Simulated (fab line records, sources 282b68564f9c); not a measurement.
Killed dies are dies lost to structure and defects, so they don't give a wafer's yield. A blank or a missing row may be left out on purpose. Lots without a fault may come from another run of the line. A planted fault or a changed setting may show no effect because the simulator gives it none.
A struck lot beside a sound one | flow rit_cmos | 19 steps out of a route of 202
Sound: wafers L638.2, L638.4, L638.5. Struck: wafers L649.1, L649.2, L649.6. The cause comes at the end.
At each step with rows: each side's tool, then ch and its chambers, then its first start. Under that, the readings that differ: sound wafers | struck wafers | difference of the means | sigmas: that difference in standard deviations of wafers without a fault.
alike: readings whose means differ by less than 2 such deviations, and words and numbers that are the same on both sides. not compared: withheld readings, readings that some wafer has no value for, bounds like >300 that may hide the same value, and numbers for which the record gives no deviation and whose values overlap.
The two part at a step that has a row with sigmas, a row that says differs or no value, or rows on one side only. Numbers that don't overlap but have no deviation are shown without sigmas and don't part them. A reading that every wafer of one side lacks parts them only if that side has two wafers or more.

first, 2 steps without rows for these wafers: RIT_PWELL_HARDBAKE_07 (time 120 s); RIT_PWELL_IMPLANT_08.
RIT_PWELL_STRIP_09: strips in O2, time 180 s.
  sound on plasma_asher-03 ch 0, day 3 14:39; struck on plasma_asher-03 ch 0,1, day 5 22:28
  alike: drypump_motor_current_A
  not compared: rf_hours_counter_h
RIT_PWELL_TW_MEAS_10:
  sound on film_metro-01, day 3 14:50; struck on film_metro-02, day 5 22:38
  alike: PWELL_TW
then, 1 step without rows for these wafers: RIT_WELLDRIVE_ANNEAL_00 (time 14700 s).
RIT_WELLDRIVE_RS_MEAS_01: measures by four-point-probe.
  sound on film_metro-03, day 3 22:14; struck on film_metro-01, day 6 05:30
  alike: NWELL_RS
RIT_WELLDRIVE_RS_MEAS_02: measures by four-point-probe.
  sound on film_metro-03, day 3 22:21; struck on film_metro-01, day 6 05:37
  alike: PWELL_RS
then, 5 steps without rows for these wafers: RIT_NRETRO_HMDS_00 (prime time 60 s); RIT_NRETRO_COAT_01 (resist thk 1300 nm); RIT_NRETRO_SOFTBAKE_02 (time 60 s); RIT_NRETRO_EXPOSE_03 (exposes mask M4, target cd 43900 nm); RIT_NRETRO_PEB_04.
RIT_NRETRO_DEVELOP_05: develop time 68 s.
  sound on litho_track-04 ch 0, day 3 23:00; struck on litho_track-03 ch 0, day 6 06:00
RIT_NRETRO_OVL_MEAS_06:
  sound on overlay-01, day 3 23:28; struck on overlay-01, day 6 06:45
  alike: NRETRO_OVL
then, 2 steps without rows for these wafers: RIT_NRETRO_HARDBAKE_07 (time 120 s); RIT_NRETRO_IMPLANT_08.
RIT_NRETRO_STRIP_09: strips in O2, time 180 s.
  sound on plasma_asher-04 ch 0,1, day 3 23:53; struck on plasma_asher-03 ch 0,1, day 6 07:11
  alike: drypump_motor_current_A
  not compared: rf_hours_counter_h
RIT_NRETRO_TW_MEAS_10:
  sound on film_metro-01, day 4 00:05; struck on film_metro-04, day 6 07:35
  reading   | sound          | struck      | difference | sigmas
  NRETRO_TW | 1063 1053 1059 | 227 224 226 | -833       | -85
  not compared: hold
RIT_M1_PROBE_99:
  the record has rows for the sound wafers here (prober-01, day 5 05:32) and none for the struck ones

WHERE THEY PART
First at RIT_NRETRO_TW_MEAS_10; last, within this record, at RIT_M1_PROBE_99.

WHY: what the simulator had put in
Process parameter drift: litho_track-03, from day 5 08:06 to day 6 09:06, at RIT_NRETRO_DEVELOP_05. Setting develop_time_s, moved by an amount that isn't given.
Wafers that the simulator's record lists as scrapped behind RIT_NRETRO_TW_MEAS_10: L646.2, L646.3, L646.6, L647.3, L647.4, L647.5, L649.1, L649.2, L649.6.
